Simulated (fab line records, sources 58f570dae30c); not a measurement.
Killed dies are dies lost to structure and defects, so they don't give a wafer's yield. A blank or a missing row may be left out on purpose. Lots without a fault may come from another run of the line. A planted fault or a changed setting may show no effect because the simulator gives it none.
Which tool did it? | flow berkeley_cmos170 | 13 lots, 39 wafers sampled, at 5 steps of a route of 331

WHAT THE GAUGES READ, wafer by wafer
UCB170_PFIELD_OVL_MEAS_06.
lot  | measured    | on         | PFIELD_OVL (nm)
L668 | day 5 09:45 | overlay-01 | -3 3 -3
L670 | day 5 12:47 | overlay-01 | -1 -1 3
L669 | day 5 13:04 | overlay-02 | -2 1 -1
L672 | day 5 20:52 | overlay-01 | 2 -5 -10
L671 | day 5 21:08 | overlay-02 | -10 -4 -6
L675 | day 6 10:44 | overlay-02 | -7 -6 -8
L674 | day 6 11:01 | overlay-01 | -2 -6 -3
L673 | day 6 11:04 | overlay-02 | -4 -13 -6
L676 | day 6 14:50 | overlay-02 | -11 -6 -10
L677 | day 6 15:17 | overlay-01 | -1 8 -1
L679 | day 7 01:47 | overlay-02 | 2 11 7
L681 | day 7 02:30 | overlay-02 | -7 -6 -8
L690 | day 9 11:31 | overlay-01 | 1 -3 -1

UCB170_NLDD_CD_MEAS_06: target cd 1200 nm.
lot  | measured     | on        | cd_nm (nm)
L668 | day 7 06:47  | cd_sem-02 | 1199.7 1200.8 1201.5
L670 | day 7 06:34  | cd_sem-01 | 1196.5 1195.2 1198.0
L669 | day 7 06:12  | cd_sem-01 | 1201.6 1201.8 1200.6
L672 | day 7 17:23  | cd_sem-01 | 1198.9 1200.4 1199.3
L671 | day 7 17:27  | cd_sem-02 | 1201.2 1201.6 1199.9
L675 | day 8 14:37  | cd_sem-01 | 1198.3 1198.9 1196.8
L674 | day 8 14:59  | cd_sem-01 | 960.2 958.9 959.9
L673 | day 8 15:10  | cd_sem-01 | 1197.0 1199.2 1197.7
L676 | day 8 14:52  | cd_sem-01 | 1201.7 1199.7 1199.7
L677 | day 8 15:07  | cd_sem-02 | 1199.3 1198.3 1197.9
L679 | day 9 14:23  | cd_sem-01 | 1200.3 1198.9 1200.2
L681 | day 9 14:01  | cd_sem-01 | 1198.2 1198.0 1196.5
L690 | day 11 14:46 | cd_sem-02 | 1201.4 1201.9 1201.4

UCB170_NLDD_OVL_MEAS_07.
lot  | measured     | on         | NLDD_OVL (nm)
L668 | day 7 06:53  | overlay-01 | -6 -11 -6
L670 | day 7 06:41  | overlay-01 | -9 -12 -6
L669 | day 7 06:19  | overlay-01 | 5 -5 2
L672 | day 7 17:31  | overlay-02 | 5 1 -8
L671 | day 7 17:34  | overlay-01 | 6 2 3
L675 | day 8 14:44  | overlay-01 | -2 -3 -6
L674 | day 8 15:06  | overlay-01 | -1 -2 -2
L673 | day 8 15:15  | overlay-01 | -1 0 0
L676 | day 8 14:59  | overlay-02 | 6 5 9
L677 | day 8 15:13  | overlay-02 | -15 -7 -13
L679 | day 9 14:30  | overlay-01 | -2 0 -8
L681 | day 9 14:07  | overlay-01 | -4 0 2
L690 | day 11 14:52 | overlay-01 | -9 -4 -5

UCB170_SPACER_THK_MEAS_01.
lot  | measured     | on            | SPACER_TEOS_THK (nm)
L668 | day 7 08:05  | film_metro-02 | 365 373 380
L670 | day 7 07:30  | film_metro-03 | 375 370 376
L669 | day 7 07:17  | film_metro-02 | 383 385 385
L672 | day 7 18:14  | film_metro-03 | 366 377 376
L671 | day 7 18:17  | film_metro-02 | 371 377 380
L675 | day 8 15:26  | film_metro-03 | 370 373 369
L674 | day 8 15:50  | film_metro-02 | 375 376 374
L673 | day 8 16:02  | film_metro-01 | 381 374 388
L676 | day 8 15:42  | film_metro-02 | 372 378 372
L677 | day 8 15:56  | film_metro-01 | 373 383 381
L679 | day 9 15:46  | film_metro-02 | 375 381 379
L681 | day 9 15:01  | film_metro-03 | 377 384 386
L690 | day 11 15:37 | film_metro-01 | 367 374 373

WHICH TOOL RAN EACH LOT (tool, then ch and the chambers of the sampled wafers, then the start)
lot  | UCB170_NLDD_EXPOSE_03
L668 | krf_scanner-01 ch 0, day 7 05:38
L670 | krf_scanner-02 ch 0, day 7 05:21
L669 | krf_scanner-01 ch 0, day 7 04:59
L672 | krf_scanner-02 ch 0, day 7 15:49
L671 | krf_scanner-01 ch 0, day 7 16:04
L675 | krf_scanner-01 ch 0, day 8 14:05
L674 | krf_scanner-01 ch 0, day 8 14:22
L673 | krf_scanner-01 ch 0, day 8 14:41
L676 | krf_scanner-01 ch 0, day 8 14:13
L677 | krf_scanner-01 ch 0, day 8 14:34
L679 | krf_scanner-01 ch 0, day 9 13:52
L681 | krf_scanner-02 ch 0, day 9 13:25
L690 | krf_scanner-01 ch 0, day 11 14:20
- UCB170_NLDD_EXPOSE_03: exposes mask NSELECT, target cd 1200 nm.

WHAT THE TOOLS THEMSELVES READ (means of the sampled wafers that have a number; where no wafer has one, the mark that the record gives instead)
The record holds no such reading with a usual standard deviation.

THE ANSWER, worked out from the rows above alone
Rule: what is usual is taken from the lots themselves. Put in order of their means at a reading, lots are off if they are a third of the lots or fewer, leave a main group of 4 or more, and stand apart from it by a gap of 3 or more times the standard deviation of the main group's means; of several such gaps the widest counts. A main group whose means are all the same, to the digits that the tables above print for the reading, isn't used. A lot without any number at a reading at which 4 lots or more have one is off too. The other lots that the step has rows for count as sound. The gauges are gone through in route order, then the tools' own readings, and for those a lot's mean is taken as printed above. The first step at which some lot is off is used, and at that step the reading that is off furthest; a lot without a number counts as furthest.
Off: L674, at UCB170_NLDD_CD_MEAS_06 (cd_nm). The main group: mean 1199.4 nm, standard deviation 1.6.
A tool fits if, at a process step before that reading, it ran every lot that is off, and no sound lot after the first of them. The gauges at UCB170_NLDD_CD_MEAS_06 are tried like those tools. None of those tried fits.

WHAT THE SIMULATOR HAD PUT IN
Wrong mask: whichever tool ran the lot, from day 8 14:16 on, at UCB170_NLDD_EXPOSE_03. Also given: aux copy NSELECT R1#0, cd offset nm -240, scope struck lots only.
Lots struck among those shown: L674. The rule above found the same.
